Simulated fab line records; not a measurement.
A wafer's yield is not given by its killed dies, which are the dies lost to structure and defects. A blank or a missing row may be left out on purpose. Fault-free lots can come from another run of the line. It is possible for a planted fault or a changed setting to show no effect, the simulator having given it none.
fab line records | flow ritCmos
[record] lots = 6 wafers = 18 lastDay = 6
route steps=202 shown ACTIVE@1 FOX1@20 FOX2@23 M1@202
lots untouched by any fault: they come from a run of this same line in which no faults occurred
startH: hours from the record's opening day to when the first of the lot's shown wafers began | waitH: time in hours since the lot's previous step | " repeats the value in the row above | L1.1+2: a single row standing in for several wafers | - no value, or no start given | * or withheld: withheld | < > ~ a bound
route shown NAME@n: names a module that has steps shown in the file, with the first one's number in the route | usual: mean/standard deviation taken from wafers without a fault | same: alike in all rows | chamber/n: place in a boat | sites: each site's reading | _std_site: the values' standard deviation | _edge_site: the outer-site mean with the inner-site mean subtracted | radiusMm: for every site, how far away it sits from the centre of the wafer | mask NAME#n: copy n | behind: tool/chamber where the wafer was last shaped | hold: why the lot was held/for how many hours/how that ended | device: transistor that didn't switch, given as n, p or np | end of line: the same wafers' tests at the end of the route | for a step that has no rows: nothing shown but its recipe | killed: at the first sort, the dies lost to defects and structure; wafer yield is something else | map: a wafer's dies, x killed, . not, _ none there
set.NAME: setting as actually run; set.NAME@STEP: the setting as run at that earlier step | model.NAME: the simulator's own value behind a step, which no gauge read
certain route steps with their lots: each step a table, each wafer a row
services: the hour from which a tool's chamber was out of use, counted from the record's first day as startH (under 0 if before that day), plus the number of hours and why
[[steps]]
[step RIT_ACTIVE_BOW_MEAS_00]
[recipe] mode = bow
[usual] INCOMING_BOW = 1/6.8
// columns lot.wafer tool chamber startH waitH INCOMING_BOW[um]
L379.3 filmMetro-02 - 10.04 - 5
L379.4 " - " " -2
L379.5 " - " " -22
L383.2 filmMetro-01 - 30.02 - 11
L383.3 " - " " 0
L383.6 " - " " -7
L387.2 filmMetro-04 - 50.02 - -9
L387.4 " - " " 5
L387.5 " - " " 1
L391.1 filmMetro-02 - 70.00 - 0
L391.5 " - " " -4
L391.6 " - " " 6
L395.2 filmMetro-01 - 90.02 - -3
L395.3 " - " " 2
L395.4 " - " " 13
L396.3 filmMetro-04 - 95.04 - -6
L396.4 " - " " 4
L396.6 " - " " 4
[step RIT_ACTIVE_OXIDATION_01]
[recipe] tempC = 1000 ambient = O2 targetThkA = 468 oxTimeS = 3360
[step RIT_ACTIVE_THK_MEAS_02]
[recipe] reads = SiO2_of_ACTIVE_OXIDATION_01
[usual] ACTIVE_OXIDE_THK = 46.9/0.82
// columns lot.wafer tool chamber startH waitH ACTIVE_OXIDE_THK[nm]
L379.3 filmMetro-02 - 12.07 0.0 46.0
L379.4 " - " " 46.0
L379.5 " - " " 46.7
L383.2 filmMetro-04 - 33.26 0.0 46.2
L383.3 " - " " 46.6
L383.6 " - " " 46.5
L387.2 filmMetro-04 - 52.06 0.0 46.9
L387.4 " - " " 46.4
L387.5 " - " " 46.3
L391.1 filmMetro-04 - 72.05 0.0 47.4
L391.5 " - " " 47.4
L391.6 " - " " 48.3
L395.2 filmMetro-02 - 93.68 0.0 46.7
L395.3 " - " " 47.1
L395.4 " - " " 47.6
L396.3 filmMetro-01 - 97.12 0.0 47.3
L396.4 " - " " 47.5
L396.6 " - " " 47.5
[step RIT_ACTIVE_CVD_03]
[recipe] material = Si3N4 targetThkNm = 150 tempC = 810 precursor = SiH2Cl2/NH3 timeS = 1500 pressureMtorr = 300 sih2cl2FlowSccm = 60 nh3FlowSccm = 150
// columns lot.wafer tool chamber startH waitH model.Si3N4_of_ACTIVE_CVD_03.thkNm
L379.3 lpcvd-01 1 12.11 0.0 150.9
L379.4 " 1 " " 151.1
L379.5 " 1 " " 149.6
L383.2 lpcvd-01 0 33.45 0.2 150.8
L383.3 " 0 " " 151.6
L383.6 " 0 " " 150.7
L387.2 lpcvd-02 0 52.11 0.0 151.4
L387.4 " 0 " " 150.5
L387.5 " 0 " " 150.9
L391.1 lpcvd-01 1 72.11 0.1 151
L391.5 " 1 " " 150.4
L391.6 " 1 " " 151.9
L395.2+4 lpcvd-01 0 93.73 0.0 130.8
L395.3 " 0 " " 131.1
L396.3 lpcvd-01 1 97.57 0.4 128.9
L396.4 " 1 " " 128
L396.6 " 1 " " 126.6
[step RIT_ACTIVE_THK_MEAS_04]
[recipe] reads = Si3N4_of_ACTIVE_CVD_03
[usual] ACTIVE_NITRIDE_THK = 150.0/1.4
// columns lot.wafer tool chamber startH waitH ACTIVE_NITRIDE_THK[nm]
L379.3 filmMetro-01 - 13.55 0.0 150.8
L379.4 " - " " 151.0
L379.5 " - " " 149.7
L383.2 filmMetro-01 - 35.58 0.0 150.8
L383.3 " - " " 151.6
L383.6 " - " " 150.8
L387.2 filmMetro-02 - 53.54 0.0 151.6
L387.4 " - " " 150.5
L387.5 " - " " 151.0
L391.1 filmMetro-01 - 73.53 0.0 151.0
L391.5 " - " " 150.3
L391.6 " - " " 152.0
L395.2 filmMetro-01 - 95.16 0.0 130.7
L395.3 " - " " 131.1
L395.4 " - " " 130.9
L396.3 filmMetro-04 - 99.72 0.0 128.9
L396.4 " - " " 128.0
L396.6 " - " " 126.6
[step RIT_ACTIVE_HMDS_05]
[recipe] primeTimeS = 60 primeTempC = 140
[step RIT_ACTIVE_COAT_06]
[recipe] resist = NOVOLAK spinRpm = 3250 resistThkNm = 1009
[step RIT_ACTIVE_SOFTBAKE_07]
[recipe] resist = NOVOLAK tempC = 90 timeS = 60
[step RIT_ACTIVE_EXPOSE_08]
[recipe] maskId = M1 na = 0.6 sourceShape = conventional sigmaOuter = 0.6 targetCdNm = 1400 doseMj = 225
[step RIT_ACTIVE_PEB_09]
[recipe] resist = NOVOLAK tempC = withheld timeS = withheld
[step RIT_ACTIVE_DEVELOP_10]
[recipe] resist = NOVOLAK developTimeS = 50 devTempC = 23
[step RIT_ACTIVE_CD_MEAS_11]
[recipe] targetCdNm = 1400
[usual] cdNm = 1399.8/2.4
// columns lot.wafer tool chamber startH waitH cdNm
L379.3 cdSem-02 - 14.48 - 1396.8
L379.4 " - " " 1396.2
L379.5 " - " " 1396.2
L383.2 cdSem-01 - 36.50 - 1401.0
L383.3 " - " " 1399.7
L383.6 " - " " 1402.3
L387.2 cdSem-02 - 54.46 - 1404.1
L387.4 " - " " 1400.4
L387.5 " - " " 1405.1
L391.1 cdSem-01 - 74.56 - 1402.8
L391.5 " - " " 1402.0
L391.6 " - " " 1403.7
L395.2 cdSem-02 - 96.08 - 1417.6
L395.3 " - " " 1418.9
L395.4 " - " " 1418.1
L396.3 cdSem-02 - 100.65 - 1416.8
L396.4 " - " " 1418.1
L396.6 " - " " 1416.8
[step RIT_ACTIVE_HARDBAKE_12]
[recipe] resist = NOVOLAK tempC = 140 timeS = 60
[step RIT_ACTIVE_ETCH_13]
[recipe] stopOn = SiO2 chemistry = SF6 target = Si3N4 timeS = 210 overEtchFrac = 0.4 SF6_flow_sccm = 200 pressureMtorr = 260 rfW = 125 targetDepthA = 2100
[usual] drypumpMotorCurrentA = 5.80/0.25 oesProductAu = 0.823/0.016 throttleValvePct = 7.43/0.11
// columns lot.wafer tool chamber startH waitH drypumpMotorCurrentA oesProductAu rfHoursCounterH throttleValvePct model.ACTIVE.featureDepthNm model.etch.depthNm model.ACTIVE.cdNm
L379.3 rieDiel-01 3 14.71 0.1 5.73 0.832 29 7.41 150.9 150.9 1397
L379.4 " 0 " " 5.48 0.843 4 7.24 151.9 151.1 1396
L379.5 " 1 " " 5.76 0.818 - 7.27 149.9 149.6 1396
L383.2 rieDiel-02 2 36.75 0.1 5.99 0.830 141 7.44 150.8 150.8 1401
L383.3 " 1 " " 5.77 0.803 8 7.55 152 151.6 1400
L383.6 " 2 " " 5.99 0.826 - 7.46 150.7 150.7 1402
L387.2 rieDiel-03 0 54.71 0.1 5.76 0.808 81 7.58 151.4 151.4 1404
L387.4 " 1 " " 6.27 0.835 91 7.43 150.5 150.5 1401
L387.5 " 1 " " 6.24 0.847 - 7.42 150.9 150.9 1405
L391.1 rieDiel-02 1 74.83 0.1 5.75 0.801 8 7.56 151.4 151 1403
L391.5 " 3 " " 5.92 0.827 - 7.47 150.4 150.4 1402
L391.6 " 1 " " 5.75 0.815 - 7.56 152.3 151.9 1404
L395.2 rieDiel-01 3 96.33 0.1 5.72 0.767 30 7.42 130.8 130.8 1418
L395.3 " 0 " " 5.46 0.783 6 7.23 131.9 131.1 1419
L395.4 " 1 " " 5.73 0.789 1 7.28 131.1 130.8 1418
L396.3 rieDiel-01 2 100.88 0.1 6.16 0.746 138 7.38 128.9 128.9 1417
L396.4 " 1 " " 5.73 0.780 1 7.28 128.3 128 1418
L396.6 " 3 " " 5.72 0.743 - 7.42 126.6 126.6 1417
[step RIT_ACTIVE_STRIP_14]
[recipe] chemistry = O2 timeS = 180 resist = NOVOLAK platenTempC = withheld powerW = 500 pressureMtorr = 4137 o2FlowSccm = 4000
[usual] drypumpMotorCurrentA = 5.5/0.58
// columns lot.wafer tool chamber startH waitH drypumpMotorCurrentA rfHoursCounterH
L379.3 plasmaAsher-02 0 14.90 0.1 6.0 -
L379.4 " 1 " " 6.5 -
L379.5 " 0 " " 6.0 -
L383.2 plasmaAsher-01 0 36.89 0.1 5.4 41
L383.3 " 1 " " 4.8 -
L383.6 " 0 " " 5.4 -
L387.2 plasmaAsher-02 1 54.84 0.1 6.5 26
L387.4 " 1 " " 6.5 -
L387.5 " 1 " " 6.5 -
L391.1 plasmaAsher-02 1 74.97 0.1 6.5 27
L391.5 " 1 " " 6.5 -
L391.6 " 0 " " 6.0 -
L395.2 plasmaAsher-02 0 96.46 0.1 6.0 30
L395.3 " 1 " " 6.5 -
L395.4 " 0 " " 5.9 -
L396.3 plasmaAsher-01 1 101.07 0.1 4.8 -
L396.4 " 0 " " 5.4 -
L396.6 " 0 " " 5.3 -
[step RIT_ACTIVE_CD_MEAS_90]
[recipe] targetCdNm = 1400
[usual] cdNm = 1399.8/2.4
// columns lot.wafer tool chamber startH waitH cdNm
L379.3 cdSem-02 - 15.06 0.1 1396.9
L379.4 " - " " 1396.0
L379.5 " - " " 1396.1
L383.2 cdSem-02 - 37.08 0.1 1400.8
L383.3 " - " " 1399.6
L383.6 " - " " 1402.2
L387.2 cdSem-01 - 55.04 0.1 1404.2
L387.4 " - " " 1400.6
L387.5 " - " " 1405.2
L391.1 cdSem-02 - 75.14 0.1 1403.6
L391.5 " - " " 1401.4
L391.6 " - " " 1403.6
L395.2 cdSem-01 - 96.65 0.1 1417.6
L395.3 " - " " 1418.8
L395.4 " - " " 1417.5
L396.3 cdSem-02 - 101.22 0.1 1416.4
L396.4 " - " " 1418.3
L396.6 " - " " 1416.9
[step RIT_ACTIVE_CLEAN_15]
[recipe] chemistry = SC1 mix = 3:3:50 timeS = 600 tempC = 75
[step RIT_ACTIVE_CLEAN_16]
[recipe] chemistry = dHF dilution = 50:1 timeS = 30
[step RIT_ACTIVE_CLEAN_17]
[recipe] chemistry = SC2 mix = 3:3:50 timeS = 600 tempC = 75 dry = n2Spin
[step RIT_FOX1_OXIDATION_00]
[recipe] tempC = 1100 ambient = H2O targetThkA = 3507 pH2oTorr = 720 oxTimeS = 1130
[step RIT_FOX1_THK_MEAS_01]
[recipe] reads = SiO2_of_FOX1_OXIDATION_00
[usual] FOX1_OXIDE_THK = 350/5.6
// columns lot.wafer tool chamber startH waitH FOX1_OXIDE_THK[nm]
L379.3 filmMetro-01 - 16.84 0.0 347
L379.4 " - " " 353
L379.5 " - " " 356
L383.2 filmMetro-04 - 38.91 0.0 353
L383.3 " - " " 352
L383.6 " - " " 351
L387.2 filmMetro-03 - 58.89 0.0 339
L387.4 " - " " 348
L387.5 " - " " 344
L391.1 filmMetro-03 - 77.64 0.0 346
L391.5 " - " " 350
L391.6 " - " " 347
L395.2 filmMetro-03 - 98.48 0.0 355
L395.3 " - " " 354
L395.4 " - " " 353
L396.3 filmMetro-04 - 103.01 0.0 355
L396.4 " - " " 352
L396.6 " - " " 347
[step RIT_FOX1_WET_ETCH_02]
[recipe] chemistry = BOE targetDepthNm = 350 timeS = 390 tempC = 21.5 dry = n2Spin dilution = 10:1 target = SiO2
[step RIT_FOX2_OXIDATION_00]
[recipe] tempC = 1100 ambient = H2O targetThkA = 3507 pH2oTorr = 720 oxTimeS = 1130
[step RIT_FOX2_THK_MEAS_01]
[recipe] reads = SiO2_of_FOX2_OXIDATION_00
[usual] FOX2_OXIDE_THK = 348/5.4
// columns lot.wafer tool chamber startH waitH FOX2_OXIDE_THK[nm]
L379.3 filmMetro-04 - 19.46 0.0 354
L379.4 " - " " 355
L379.5 " - " " 353
L383.2 filmMetro-03 - 40.41 0.0 349
L383.3 " - " " 344
L383.6 " - " " 345
L387.2 filmMetro-02 - 63.75 0.0 346
L387.4 " - " " 353
L387.5 " - " " 348
L391.1 filmMetro-04 - 79.13 0.0 347
L391.5 " - " " 346
L391.6 " - " " 353
L395.2 filmMetro-02 - 99.97 0.0 344
L395.3 " - " " 339
L395.4 " - " " 351
L396.3 filmMetro-03 - 104.51 0.0 351
L396.4 " - " " 348
L396.6 " - " " 345
[step RIT_FOX2_CLEAN_02]
[recipe] chemistry = dHF dilution = 50:1 timeS = 180
// columns lot.wafer tool chamber startH waitH model.Si3N4_of_ACTIVE_CVD_03.thkNm
L379.3 wetBench-03 0 19.50 0.0 131.7
L379.4 " 0 " " 131.9
L379.5 " 0 " " 130.4
L383.2 wetBench-03 0 40.46 0.0 131.6
L383.3 " 0 " " 132.4
L383.6 " 0 " " 131.5
L387.2 wetBench-03 0 63.80 0.0 132.2
L387.4 " 0 " " 131.3
L387.5 " 0 " " 131.6
L391.1 wetBench-01 0 79.19 0.1 131.8
L391.5 " 0 " " 131.2
L391.6 " 0 " " 132.7
L395.2+4 wetBench-03 0 100.02 0.0 111.6
L395.3 " 0 " " 111.8
L396.3 wetBench-04 1 104.55 0.0 109.7
L396.4 " 1 " " 108.9
L396.6 " 1 " " 107.4
[step RIT_FOX2_WET_ETCH_03]
[recipe] chemistry = H3PO4 target = Si3N4 targetDepthNm = 195 tempC = 165 timeS = 2700
[step RIT_M1_PROBE_99]
[usual] killedAtContacts = 0.1/0.27 killedAtFrontEnd = 7/3 killedDies = 7.0/3 killedOnRim = 1.8/1.4 killedOpen = 3.5/2.1 killedShort = 3.4/1.9
[same] grossDies = 264 killed_at_M0_to_M3 = 0 killed_at_M4_up = 0 killedAtBackSide = 0 killedAtOther = 0
// columns lot.wafer tool chamber startH waitH killedAtContacts killedAtFrontEnd killedDies killedOnRim killedOpen killedShort
L379.3 prober-02 - 62.64 0.2 1 7 8 2 2 6
L379.4 prober-02 - 62.69 0.2 0 9 9 1 5 4
L379.5 prober-02 - 62.74 0.2 0 6 6 2 5 1
L383.2 prober-01 - 81.28 0.1 0 6 6 1 3 3
L383.3 prober-01 - 81.33 0.2 1 4 5 2 2 3
L383.6 prober-01 - 81.48 0.2 0 8 8 1 5 3
L387.2 prober-01 - 103.72 0.1 0 6 6 3 4 2
L387.4 prober-01 - 103.82 0.2 0 10 10 3 4 6
L387.5 prober-01 - 103.87 0.2 0 4 4 1 3 1
L391.1 prober-01 - 120.30 0.1 0 5 5 3 3 2
L391.5 prober-01 - 120.50 0.2 0 6 6 2 5 1
L391.6 prober-01 - 120.55 0.2 0 7 7 0 2 5
L395.2 prober-01 - 138.74 0.1 0 2 2 0 2 0
L395.3 prober-01 - 138.79 0.2 0 3 3 0 0 3
L395.4 prober-01 - 138.84 0.2 0 8 8 2 3 5
L396.3 prober-02 - 144.89 0.2 0 13 13 3 7 6
L396.4 prober-02 - 144.94 0.2 0 5 5 1 2 3
L396.6 prober-02 - 145.04 0.2 0 9 9 3 4 5
// killed by level:class
L379.3 FOX1:geometricParticle:short=3 FOX1:geometricParticle:open=2 REOX:geometricParticle:short=1 SPACER:geometricParticle:short=1 CONTACT:geometricParticle:short=1
L379.4 REOX:geometricParticle:open=2 FOX1:geometricParticle:short=1 GATE:geometricParticle:open=1 GATE:geometricParticle:short=1 SPACER:geometricParticle:open=1 SPACER:geometricParticle:short=1 SILICIDE:geometricParticle:short=1 SILICIDE:geometricParticle:open=1
L379.5 REOX:geometricParticle:open=2 SPACER:geometricParticle:open=2 FOX2:geometricParticle:open=1 GATE:geometricParticle:short=1
L383.2 GATE:geometricParticle:short=2 FOX1:geometricParticle:open=1 GATE:geometricParticle:open=1 SPACER:geometricParticle:open=1 SILICIDE:geometricParticle:short=1
L383.3 GATE:geometricParticle:short=2 FOX1:geometricParticle:short=1 FOX1:geometricParticle:open=1 CONTACT:geometricParticle:open=1
L383.6 REOX:geometricParticle:open=3 SILICIDE:geometricParticle:short=3 FOX1:geometricParticle:open=1 GATE:geometricParticle:open=1
L387.2 GATE:geometricParticle:open=2 GATE:geometricParticle:short=1 REOX:geometricParticle:short=1 REOX:geometricParticle:open=1 SILICIDE:geometricParticle:open=1
L387.4 GATE:geometricParticle:short=5 GATE:geometricParticle:open=2 FOX1:geometricParticle:short=1 FOX1:geometricParticle:open=1 SPACER:geometricParticle:open=1
L387.5 GATE:geometricParticle:open=1 REOX:geometricParticle:short=1 REOX:geometricParticle:open=1 SPACER:geometricParticle:open=1
L391.1 SPACER:geometricParticle:short=2 SPACER:geometricParticle:open=2 REOX:geometricParticle:open=1
L391.5 SILICIDE:geometricParticle:open=2 SPACER:geometricParticle:open=2 REOX:geometricParticle:short=1 REOX:geometricParticle:open=1
L391.6 GATE:geometricParticle:short=3 FOX1:geometricParticle:short=1 REOX:geometricParticle:open=1 SPACER:geometricParticle:short=1 SILICIDE:geometricParticle:open=1
L395.2 SILICIDE:geometricParticle:open=2
L395.3 FOX1:geometricParticle:short=2 GATE:geometricParticle:short=1
L395.4 FOX1:geometricParticle:short=2 GATE:geometricParticle:short=2 FOX1:geometricParticle:open=1 FOX2:geometricParticle:open=1 GATE:geometricParticle:open=1 SPACER:geometricParticle:short=1
L396.3 GATE:geometricParticle:open=5 FOX1:geometricParticle:short=2 GATE:geometricParticle:short=2 FOX2:geometricParticle:short=1 REOX:geometricParticle:open=1 REOX:geometricParticle:short=1 SILICIDE:geometricParticle:open=1
L396.4 GATE:geometricParticle:short=2 FOX1:geometricParticle:open=1 FOX2:geometricParticle:short=1 FOX2:geometricParticle:open=1
L396.6 GATE:geometricParticle:open=3 FOX1:geometricParticle:short=2 GATE:geometricParticle:short=2 FOX1:geometricParticle:open=1 REOX:geometricParticle:short=1
[[services]]
// columns tool chamber startH hours kind
rieDiel-02 1 2.44 16.0 repair
rieDiel-03 - 4.91 0.5 repair
rieDiel-01 3 15.27 6.9 repair
rieDiel-03 - 15.31 0.9 repair
lpcvd-02 - 20.37 14.6 pm
rieDiel-02 1 26.28 7.7 repair
plasmaAsher-02 - 31.32 2.8 pm
lpcvd-02 - 34.97 2.8 pm
rieDiel-02 3 35.95 - clean
rieDiel-02 3 35.95 26.1 scheduledDown
rieDiel-02 3 35.95 26.1 ventCycle
rieDiel-02 1 44.88 4.7 repair
rieDiel-01 1 45.30 - clean
rieDiel-01 1 45.30 16.1 scheduledDown
rieDiel-01 1 45.30 16.1 ventCycle
rieDiel-02 0 62.04 - clean
rieDiel-02 0 62.04 20.6 scheduledDown
rieDiel-02 0 62.04 20.6 ventCycle
rieDiel-02 1 66.11 4.4 repair
rieDiel-02 3 77.78 5.2 repair
rieDiel-03 0 98.53 4.7 repair
[[key]]
[firstSign] step = RIT_ACTIVE_THK_MEAS_04 reading = ACTIVE_NITRIDE_THK direction = down sigmas = 15 usual = 150.0 struck = 129.4
[effect] step = RIT_ACTIVE_CD_MEAS_11 reading = cdNm direction = up sigmas = 7.3 usual = 1399.8 struck = 1417.7 through = controlLoop
[effect] step = RIT_ACTIVE_ETCH_13 reading = oesProductAu direction = down sigmas = 3.4 usual = 0.823 struck = 0.768 through = controlLoop
[effect] step = RIT_ACTIVE_CD_MEAS_90 reading = cdNm direction = up sigmas = 7.3 usual = 1399.8 struck = 1417.6 through = controlLoop
[modelEffect] step = RIT_ACTIVE_CVD_03 value = Si3N4_of_ACTIVE_CVD_03.thkNm without = 148.5 struck = 129.4
[modelEffect] step = RIT_ACTIVE_ETCH_13 value = ACTIVE.featureDepthNm without = 148.7 struck = 129.6
[modelEffect] step = RIT_FOX2_CLEAN_02 value = Si3N4_of_ACTIVE_CVD_03.thkNm without = 129.3 struck = 110.2
metAt RIT_ACTIVE_CVD_03
struckWafers L395.2,L395.3,L395.4,L396.3,L396.4,L396.6
testerLeftOut L395,L396
[loopTrim] step = RIT_ACTIVE_EXPOSE_08 setting = dose lots = L395,L396
onsetBetween 72.11 93.73
alsoFits time
[fault] kind = processParameterDrift tool = lpcvd-01 chamber = - onsetH = 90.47 steps = RIT_ACTIVE_CVD_03 channel = targetThkNm offset = -19.115 shape = step endH = 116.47 actsIn = theseRecipesOnly stated = 150
// testerLeftOut: of these lots the tester's yield and bins aren't shown, on N5 and GAA mostly nor the transistor test; their killed dies are dies lost to structure and defects alone, not to doping, threshold or leakage, so they don't give the yield
// loopTrim: a control loop set the setting to another value than it would have without faults
